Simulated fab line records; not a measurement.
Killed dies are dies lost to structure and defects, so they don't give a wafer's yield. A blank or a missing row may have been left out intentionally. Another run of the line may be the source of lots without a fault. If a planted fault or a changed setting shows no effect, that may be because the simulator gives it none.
The tool behind it: which one? / flow berkeleyCmos170 / 7 lots with 21 wafers sampled at 2 steps, on a route of 331 steps

WHAT THE GAUGES SHOWED, per wafer
UCB170_V2_THK_MEAS_01.
lot=L707; measured=day 7 19:41; on=filmMetro-01; V2_TEOS_THK (nm)=1993 1959 2027
lot=L709; measured=day 7 23:30; on=filmMetro-02; V2_TEOS_THK (nm)=2025 2024 2063
lot=L714; measured=day 9 10:04; on=filmMetro-04; V2_TEOS_THK (nm)=2006 2025 1990
lot=L720; measured=day 10 13:58; on=filmMetro-04; V2_TEOS_THK (nm)=1979 1951 1979
lot=L718; measured=day 10 15:31; on=filmMetro-04; V2_TEOS_THK (nm)=2005 1979 2033
lot=L725; measured=day 11 03:57; on=filmMetro-04; V2_TEOS_THK (nm)=2004 2051 2028
lot=L727; measured=day 11 21:04; on=filmMetro-02; V2_TEOS_THK (nm)=3850 3825 3902

WHICH TOOL RAN EACH LOT (tool, then ch and the chambers of the sampled wafers, then the start)
lot=L707; UCB170_V2_CVD_00=pecvd-02 ch 0,1, day 7 19:32
lot=L709; UCB170_V2_CVD_00=pecvd-01 ch 0,2, day 7 23:19
lot=L714; UCB170_V2_CVD_00=pecvd-02 ch 1,2, day 9 09:55
lot=L720; UCB170_V2_CVD_00=pecvd-02 ch 1,2, day 10 13:49
lot=L718; UCB170_V2_CVD_00=pecvd-02 ch 0,2, day 10 15:21
lot=L725; UCB170_V2_CVD_00=pecvd-04 ch 1,2, day 11 03:46
lot=L727; UCB170_V2_CVD_00=pecvd-02 ch 0,1, day 11 20:53
- UCB170_V2_CVD_00: deposits SiO2 from TEOS/O2, target thk 2000 nm, time 250 s.

THE ANSWER, worked out from the rows above alone
Rule: what is usual is taken from the lots themselves. Put in order of their means at a reading, lots are off if they are a third of the lots or fewer, leave a main group of 4 or more, and stand apart from it by a gap of 3 or more times the standard deviation of the main group's means; of several such gaps the widest counts. The tables above print the reading to a certain number of digits; a main group whose means all agree to those digits is not used. A lot without any number at a reading at which 4 lots or more have one is off too. All remaining lots with rows at the step are treated as sound.
Off: L727, seen at UCB170_V2_THK_MEAS_01 (V2_TEOS_THK). Main group: mean 2007 nm, sd 22.
A tool fits if, at a process step before that reading, it ran every lot that is off, and no sound lot after the first of them. Gauges at UCB170_V2_THK_MEAS_01: tried the same way as those tools. 2 tools fit, pecvd-02 at UCB170_V2_CVD_00 and filmMetro-02 at UCB170_V2_THK_MEAS_01, so this cannot tell which one it is.

WHAT THE SIMULATOR HAD INSERTED
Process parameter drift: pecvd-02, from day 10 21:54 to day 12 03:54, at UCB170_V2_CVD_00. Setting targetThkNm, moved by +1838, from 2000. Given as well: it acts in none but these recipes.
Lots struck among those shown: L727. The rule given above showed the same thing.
